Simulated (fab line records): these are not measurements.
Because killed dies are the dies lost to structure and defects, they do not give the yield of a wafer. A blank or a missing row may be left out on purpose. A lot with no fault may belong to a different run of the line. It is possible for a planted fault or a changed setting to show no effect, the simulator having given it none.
The same fault as seen by 2 desks ; flow berkeleyCmos170 ; only its own numbers are on each desk; what lay behind them is given at the end

## THE TOOL OWNER'S DESK: pecvd-01
The tool's own readings at UCB170_V1_CVD_00 (deposits SiO2 from TEOS/O2, target thk 2000 nm, time 250 s): means of the sampled wafers that have a number, for each lot that ran on this tool. Marked OUT: a lot whose mean sits more than 4 standard deviations from the usual mean, which makes it out of limits; the brackets give that distance.
Columns: A = heaterPowerW at UCB170_V1_CVD_00, usual 232 W; B = pressureMtorr at UCB170_V1_CVD_00, usual 8997 mTorr; C = runLengthS at UCB170_V1_CVD_00, usual 277.5 s
lot;first seen here;A;B;C
L872;day 7 11:56;232;9003;277.6
L873;day 7 19:01;248;9017;277.6
L874;day 8 02:10;261;8995;252.7 (-64) OUT
L877;day 8 13:05;268;8998;252.8 (-63) OUT
L890;day 11 06:38;261;9006;277.6
L889;day 11 06:47;238;8986;278.2
L892;day 11 06:56;251;9008;277.4
This desk's verdict: out of limits on L874, L877, starting with L874 at day 8 02:10 (runLengthS at UCB170_V1_CVD_00). Within limits: L872, L873, L890, L889, L892.

## FROM THE METROLOGY DESK
Means of the sampled wafers that have a number, per lot and without regard to the tool the lot ran on: this is what the gauges read. Marked OUT: a lot whose mean sits more than 4 standard deviations from the usual mean, which makes it out of limits; the brackets give that distance.
Columns: A = V1_TEOS_THK at UCB170_V1_THK_MEAS_01, usual 1990 nm
lot;first seen here;A
L872;day 7 12:05;2000
L870;day 7 12:06;2020
L871;day 7 12:14;1956
L873;day 7 19:10;2009
L874;day 8 02:20;1801 (-6.8) OUT
L877;day 8 13:16;1805 (-6.6) OUT
L884;day 10 09:02;1999
L887;day 10 22:17;1988
L890;day 11 06:47;1965
L888;day 11 06:49;1981
L889;day 11 06:56;1958
L891;day 11 06:58;2010
L892;day 11 07:06;1986
L893;day 11 19:53;2001
This desk's result: L874, L877 out of limits, first on L874 (V1_TEOS_THK at UCB170_V1_THK_MEAS_01), day 8 02:20. Within limits: L872, L870, L871, L873, L884, L887, L890, L888, L889, L891, L892, L893.

## BROUGHT TOGETHER
On L874, L877, at day 8 02:10, an alarm was possible from the tool owner's desk.
On L874, L877, the metrology desk was in a position to raise an alarm at day 8 02:20.
Every lot named ran UCB170_V1_CVD_00 on pecvd-01.

## WHAT THE SIMULATOR HAD PUT IN
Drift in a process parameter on pecvd-01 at UCB170_V1_CVD_00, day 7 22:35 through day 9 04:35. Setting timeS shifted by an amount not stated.
Lots struck among those shown: L874, L877.
Counting hours from when the fault started, the first reading out of limits came at 4 for the tool owner's desk and at 4 for the metrology desk.
